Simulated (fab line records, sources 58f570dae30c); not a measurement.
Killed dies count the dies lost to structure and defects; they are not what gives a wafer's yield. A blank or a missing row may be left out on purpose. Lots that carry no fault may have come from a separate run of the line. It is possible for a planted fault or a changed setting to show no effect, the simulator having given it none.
Matching of chambers	flow berkeley-cmos170	UCB170_V1_ETCH_14 on rie-diel-02: 4 sister chambers
The step etches SiO2 in CHF3/CF4/Ar, stops on Al, target depth 1250 nm, time 291 s. 8 wafers are shown with their chamber, then 7 later ones without.

== WAFERS, EACH WITH ITS CHAMBER ==
wafer	chamber	drypump-motor-current-A (A)	throttle-valve-pct (%)
L604.2	2	4.7	7.07
L604.4	0	6.2	6.82
L606.4	1	6.5	6.86
L608.1	3	5.7	6.80
L608.4	1	6.5	6.87
L608.5	0	6.2	6.82
L610.2	2	4.8	7.05
L610.3	3	5.7	6.80

== WAFERS WITH NO CHAMBER GIVEN ==
wafer	drypump-motor-current-A (A)	throttle-valve-pct (%)
L610.6	5.7	6.78
L615.4	4.7	7.03
L615.5	6.2	6.82
L615.6	6.5	6.85
L620.1	5.7	6.80
L620.4	6.5	6.86
L620.6	4.7	7.05

== EACH ONE'S CHAMBER ==
wafer	from the rows above	in truth
L610.6	3	3
L615.4	2	2
L615.5	0	0
L615.6	1	1
L620.1	3	3
L620.4	1	1
L620.6	2	2
Correctly placed: 7 of 7. Not placeable from these rows: 0. 0 placed wrongly.
How it was worked out, from the rows above alone: a wafer's distance from a chamber is the root of the sum, over the readings, of the square of ((its reading less the chamber's mean) divided by the reading's scatter). If the next closest chamber is less than 2 further off than the closest, the wafer can't be placed; otherwise it belongs to the closest. A chamber's mean is the mean of its shown wafers. The scatter: the root of (the sum of the squares of (reading less its chamber's mean) over the shown wafers, divided by (wafers less chambers)).
